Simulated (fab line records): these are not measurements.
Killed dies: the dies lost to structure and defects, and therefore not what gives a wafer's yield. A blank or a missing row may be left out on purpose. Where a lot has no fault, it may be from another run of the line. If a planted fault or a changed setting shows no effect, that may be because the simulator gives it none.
fab line records | flow berkeleyCmos170
record lots=6 | wafers=18 | lastDay=12
route steps=331 shown ZERO@10 NWELL@14
lots that met no fault: taken from a fault-free run of the same line
startH: hours from the record's opening day to when the first of the lot's shown wafers began | waitH: hours since the lot's step before | " the same as in the row above | L1.1+2: a single row standing in for several wafers | - no value, or no start was given | * or withheld: withheld | < > ~ a bound
route shown NAME@n: names a module that has steps shown in the file, with the first one's number in the route | usual: the fault-free wafers' mean and standard deviation | same: alike in all rows | chamber/n: place in a boat | sites: per-site readings | _std_site: their standard deviation | _edge_site: mean of outer sites minus mean of inner sites | radiusMm: how far each site lies from the wafer's centre | mask NAME#n: copy n | behind: the most recent tool/chamber to have shaped the wafer | hold: what put the lot on hold/how long, in hours/how the hold closed | device: the n, p or np transistor that did not switch | end of line: the same wafers' tests at the end of the route | a step given without rows: its recipe and nothing more | killed: count of dies lost to structure and defects at first sort (not the wafer's yield) | map: a wafer's dies, marking killed ones x, the rest . and places with no die _
set.NAME: the setting that was run; set.NAME@STEP: the one run at that earlier step | model.NAME: the simulator's own value behind a step, which no gauge read
a table for each step, a row for each wafer; lots at some steps of the route
services: from which hour (startH, from the record's first day; less than 0 if before it) a tool's chamber was out of use, for how many hours, and why
## steps
# step UCB170_ZERO_PEB_04
# recipe pebTempC=130 | pebTimeS=withheld | resist=KrF
# step UCB170_ZERO_DEVELOP_05
# recipe developer=TMAH | developTimeS=45 | resist=KrF | devTempC=21
# step UCB170_ZERO_ETCH_06
# recipe chemistry=CHF3/CF4/Ar | target=SiO2 | timeS=12 | pressureMtorr=100 | rfW=500 | CHF3_flow_sccm=50 | cf4FlowSccm=10 | Ar_flow_sccm=120 | overEtchFrac=1.58
# usual CHF3_flow_sccm=50.02/0.18 | chamberPressureMTorr=100.00/0.095 | drypumpMotorCurrentA=5.6/0.46 | oesProductAu=0.617/0.0094 | throttleValvePct=9.24/0.16
lot.wafer | tool       | chamber | startH | waitH | CHF3_flow_sccm | chamberPressureMTorr | drypumpMotorCurrentA | oesProductAu | rfHoursCounterH | throttleValvePct
L134.2    | rieDiel-02 | 2       | 18.99  | -     | 49.90          | 100.10               | 5.5                  | 0.609        | 97              | 9.42
L134.4    | "          | 1       | "      | "     | 50.04          | 99.93                | 5.6                  | 0.618        | 139             | 9.20
L134.6    | "          | 2       | "      | "     | 50.19          | 100.04               | 5.4                  | 0.610        | -               | 9.41
L148.3    | rieDiel-04 | 3       | 91.84  | -     | 50.17          | 100.02               | 5.4                  | 0.605        | 90              | 9.51
L148.4    | "          | 1       | "      | "     | 49.88          | 100.00               | 6.4                  | 0.627        | 85              | 9.20
L148.5    | "          | 2       | "      | "     | 49.84          | 99.83                | 5.0                  | 0.617        | -               | 9.26
L150.1    | rieDiel-03 | 0       | 100.79 | -     | 49.87          | 99.84                | 5.2                  | 0.625        | 9               | 9.14
L150.2    | "          | 3       | "      | "     | 49.98          | 100.03               | 5.6                  | 0.608        | 115             | 9.24
L150.4    | "          | 3       | "      | "     | 50.02          | 100.10               | 5.6                  | 0.609        | -               | 9.25
L152.3    | rieDiel-04 | 1       | 110.27 | -     | 49.90          | 100.00               | 6.4                  | 0.616        | 86              | 9.20
L152.4    | "          | 3       | "      | "     | 50.16          | 99.92                | 5.4                  | 0.610        | 90              | 9.53
L152.6    | "          | 3       | "      | "     | 49.85          | 100.04               | 5.4                  | 0.609        | -               | 9.52
L153.4    | rieDiel-02 | 3       | 114.83 | -     | 50.27          | 99.89                | 5.6                  | 0.608        | 126             | 9.10
L153.5    | "          | 3       | "      | "     | 50.22          | 100.13               | 5.6                  | 0.620        | -               | 9.12
L153.6    | "          | 0       | "      | "     | 49.98          | 100.12               | 6.3                  | 0.638        | -               | 9.00
L154.1    | rieDiel-04 | 3       | 123.21 | -     | 49.95          | 99.98                | 5.4                  | 0.599        | 91              | 9.53
L154.3    | "          | 2       | "      | "     | 50.17          | 99.98                | 5.0                  | 0.616        | 55              | 9.27
L154.5    | "          | 2       | "      | "     | 50.12          | 100.24               | 5.0                  | 0.620        | -               | 9.28
# step UCB170_ZERO_STRIP_07
# recipe chemistry=O2 | powerW=400 | pressureMtorr=3500 | platenTempC=withheld | o2FlowSccm=400 | overashFraction=0.5
# usual chamberPressureMTorr=3500/3.5 | drypumpMotorCurrentA=6.0/0.48 | oesProductAu=0.727/0.005 | stripTimeToEndpointS=21.49/0.079
lot.wafer | tool           | chamber | startH | waitH | chamberPressureMTorr | drypumpMotorCurrentA | oesProductAu | rfHoursCounterH | stripTimeToEndpointS
L134.2    | plasmaAsher-04 | 0       | 19.01  | 0.0   | 3501                 | 6.0                  | 0.727        | 31              | 21.59
L134.4    | "              | 0       | "      | "     | 3502                 | 6.0                  | 0.724        | -               | 21.57
L134.6    | "              | 0       | "      | "     | 3498                 | 6.1                  | 0.726        | -               | 21.64
L148.3    | plasmaAsher-02 | 1       | 91.90  | 0.0   | 3500                 | 5.0                  | 0.727        | -               | 21.43
L148.4    | "              | 0       | "      | "     | 3498                 | 6.2                  | 0.733        | -               | 21.45
L148.5    | "              | 0       | "      | "     | 3503                 | 6.2                  | 0.733        | -               | 21.45
L150.1    | plasmaAsher-03 | 0       | 100.81 | 0.0   | 3500                 | 6.6                  | 0.730        | 35              | 21.41
L150.2    | "              | 1       | "      | "     | 3500                 | 6.0                  | 0.729        | 35              | 21.49
L150.4    | "              | 1       | "      | "     | 3505                 | 6.0                  | 0.729        | -               | 21.42
L152.3    | plasmaAsher-03 | 0       | 110.33 | 0.0   | 3499                 | 6.7                  | 0.728        | -               | 21.36
L152.4    | "              | 1       | "      | "     | 3497                 | 6.0                  | 0.731        | -               | 21.34
L152.6    | "              | 0       | "      | "     | 3496                 | 6.7                  | 0.730        | -               | 21.40
L153.4    | plasmaAsher-04 | 0       | 114.89 | 0.0   | 3498                 | 6.0                  | 0.736        | -               | 21.42
L153.5    | "              | 1       | "      | "     | 3501                 | 6.2                  | 0.726        | -               | 21.46
L153.6    | "              | 0       | "      | "     | 3497                 | 6.0                  | 0.726        | -               | 21.53
L154.1    | plasmaAsher-02 | 1       | 123.24 | 0.0   | 3503                 | 5.0                  | 0.720        | 1               | 21.48
L154.3    | "              | 1       | "      | "     | 3501                 | 5.0                  | 0.731        | -               | 21.45
L154.5    | "              | 1       | "      | "     | 3501                 | 5.0                  | 0.731        | -               | 21.54
# step UCB170_NWELL_WET_ETCH_00
# recipe chemistry=dHF | dilution=25:1 | target=SiO2 | tempC=25 | timeS=200
# step UCB170_NWELL_OXIDATION_01
# recipe tempC=1000 | ambient=O2 | targetThkA=264 | oxTimeS=1260
# step UCB170_NWELL_THK_MEAS_02
# recipe reads=SiO2_of_NWELL_OXIDATION_01
# usual NWELL_OXIDE_THK=26.7/0.47
lot.wafer | tool         | chamber | startH | waitH | NWELL_OXIDE_THK[nm]
L134.2    | filmMetro-02 | -       | 25.89  | 0.0   | 27.4
L134.4    | "            | -       | "      | "     | 27.2
L134.6    | "            | -       | "      | "     | 27.1
L148.3    | filmMetro-02 | -       | 96.45  | 0.0   | 26.4
L148.4    | "            | -       | "      | "     | 26.4
L148.5    | "            | -       | "      | "     | 26.2
L150.1    | filmMetro-01 | -       | 104.06 | 0.0   | 27.0
L150.2    | "            | -       | "      | "     | 27.0
L150.4    | "            | -       | "      | "     | 26.5
L152.3    | filmMetro-02 | -       | 112.15 | 0.0   | 27.1
L152.4    | "            | -       | "      | "     | 26.2
L152.6    | "            | -       | "      | "     | 27.0
L153.4    | filmMetro-01 | -       | 120.19 | 0.0   | 27.5
L153.5    | "            | -       | "      | "     | 27.0
L153.6    | "            | -       | "      | "     | 27.2
L154.1    | filmMetro-02 | -       | 126.86 | 0.0   | 26.6
L154.3    | "            | -       | "      | "     | 26.9
L154.5    | "            | -       | "      | "     | 27.2
# step UCB170_NWELL_ANNEAL_03
# recipe tempC=1000 | timeS=900 | ambient=N2
# step UCB170_NWELL_CVD_04
# recipe material=Si3N4 | targetThkNm=224 | tempC=800 | precursor=SiH2Cl2/NH3 | timeS=3360 | pressureMtorr=200 | sih2cl2FlowSccm=25 | nh3FlowSccm=75
# step UCB170_NWELL_THK_MEAS_05
# recipe reads=Si3N4_of_NWELL_CVD_04
# usual NWELL_NITRIDE_THK=224.3/1.7
lot.wafer | tool         | chamber | startH | waitH | NWELL_NITRIDE_THK[nm]
L134.2    | filmMetro-03 | -       | 33.18  | 0.0   | 225.2
L134.4    | "            | -       | "      | "     | 228.1
L134.6    | "            | -       | "      | "     | 225.5
L148.3    | filmMetro-01 | -       | 99.78  | 0.0   | 224.7
L148.4    | "            | -       | "      | "     | 223.5
L148.5    | "            | -       | "      | "     | 224.1
L150.1    | filmMetro-03 | -       | 110.24 | 0.0   | 222.9
L150.2    | "            | -       | "      | "     | 221.4
L150.4    | "            | -       | "      | "     | 222.9
L152.3    | filmMetro-03 | -       | 119.93 | 0.0   | 223.8
L152.4    | "            | -       | "      | "     | 223.9
L152.6    | "            | -       | "      | "     | 225.9
L153.4    | filmMetro-02 | -       | 126.22 | 0.0   | 225.7
L153.5    | "            | -       | "      | "     | 225.7
L153.6    | "            | -       | "      | "     | 225.2
L154.1    | filmMetro-03 | -       | 134.98 | 0.0   | 226.5
L154.3    | "            | -       | "      | "     | 227.5
L154.5    | "            | -       | "      | "     | 227.2
# step UCB170_NWELL_HMDS_06
# recipe primeTimeS=60 | primeTempC=100
# step UCB170_NWELL_COAT_07
# recipe resist=KrF | spinRpm=1500 | resistThkNm=900
# step UCB170_NWELL_SOFTBAKE_08
# recipe resist=KrF | tempC=130 | timeS=60
# usual heaterPowerTotalW=56.80/0.048 | runLengthS=89.11/0.19
lot.wafer | tool          | chamber | startH | waitH | heaterPowerTotalW | runLengthS
L134.2    | lithoTrack-04 | 0       | 34.16  | 0.1   | 56.84             | 88.97
L134.4    | "             | 0       | "      | "     | 56.70             | 88.91
L134.6    | "             | 0       | "      | "     | 56.82             | 88.99
L148.3    | lithoTrack-04 | 0       | 100.60 | 0.1   | 56.77             | 91.72
L148.4    | "             | 0       | "      | "     | 56.79             | 91.58
L148.5    | "             | 0       | "      | "     | 56.75             | 91.63
L150.1    | lithoTrack-04 | 0       | 110.60 | 0.1   | 56.80             | 91.60
L150.2    | "             | 0       | "      | "     | 56.77             | 91.72
L150.4    | "             | 0       | "      | "     | 56.83             | 91.78
L152.3    | lithoTrack-01 | 0       | 120.72 | 0.1   | 56.82             | 89.24
L152.4    | "             | 0       | "      | "     | 56.74             | 89.50
L152.6    | "             | 0       | "      | "     | 56.76             | 89.33
L153.4    | lithoTrack-01 | 0       | 126.91 | 0.1   | 56.75             | 89.24
L153.5    | "             | 0       | "      | "     | 56.79             | 89.51
L153.6    | "             | 0       | "      | "     | 56.80             | 89.42
L154.1    | lithoTrack-01 | 0       | 135.34 | 0.1   | 56.79             | 89.24
L154.3    | "             | 0       | "      | "     | 56.83             | 89.46
L154.5    | "             | 0       | "      | "     | 56.74             | 89.24
# step UCB170_NWELL_EXPOSE_09
# recipe maskId=NWELL | targetCdNm=3000 | na=0.5 | sigmaOuter=0.6 | sourceShape=conventional | doseMj=25
## services
tool           | chamber | startH | hours | kind
rieDiel-03     | 0       | -4.59  | 1.7   | repair
rieDiel-03     | 2       | -1.54  | 5.3   | repair
rieDiel-04     | 3       | 5.34   | 2.8   | repair
rieDiel-04     | 2       | 8.80   | 4.0   | repair
rieDiel-04     | -       | 16.10  | 14.6  | pm
rieDiel-04     | 0       | 33.32  | -     | clean
rieDiel-04     | 0       | 33.32  | 21.8  | scheduledDown
rieDiel-04     | 0       | 33.32  | 21.8  | ventCycle
rieDiel-04     | -       | 46.25  | 0.4   | repair
rieDiel-03     | 3       | 51.62  | 12.0  | repair
plasmaAsher-03 | -       | 52.84  | 0.8   | repair
rieDiel-04     | 3       | 80.88  | 4.0   | repair
rieDiel-03     | -       | 84.70  | 2.8   | pm
rieDiel-02     | -       | 86.75  | 2.8   | pm
rieDiel-02     | 1       | 90.79  | 3.3   | repair
rieDiel-03     | 2       | 99.23  | 5.2   | repair
plasmaAsher-02 | -       | 108.75 | 9.0   | pm
plasmaAsher-02 | 0       | 108.75 | 9.0   | ventCycle
plasmaAsher-02 | 1       | 108.75 | 9.0   | ventCycle
plasmaAsher-02 | 0       | 117.75 | -     | clean
plasmaAsher-02 | 1       | 117.75 | -     | clean
rieDiel-04     | 0       | 120.90 | 17.5  | repair
rieDiel-04     | 1       | 124.33 | 11.3  | repair
rieDiel-02     | 3       | 131.01 | 3.2   | repair
## key
firstSign step=UCB170_NWELL_SOFTBAKE_08 | reading=runLengthS | direction=up | sigmas=13 | usual=* | struck=*
effect none on later readings
metAt UCB170_NWELL_SOFTBAKE_08
struckWafers L148.3,L148.4,L148.5,L150.1,L150.2,L150.4
sortLeftOut L150.1,L150.2,L150.4
testerLeftOut L148,L150
onsetBetween 34.16 100.60
fault kind=processParameterDrift | tool=lithoTrack-04 | chamber=- | onsetH=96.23 | steps=UCB170_NWELL_SOFTBAKE_08 | channel=timeS | offset=* | shape=step | endH=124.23 | actsIn=* | stated=*
# testerLeftOut: of these lots the tester's yield and bins aren't shown, on N5 and GAA mostly nor the transistor test; their killed dies are dies lost to structure and defects alone, not to doping, threshold or leakage, so they don't give the yield
# sortLeftOut: the simulated sort isn't trusted on such a fault, so these wafers' sort isn't shown, and their yield isn't known
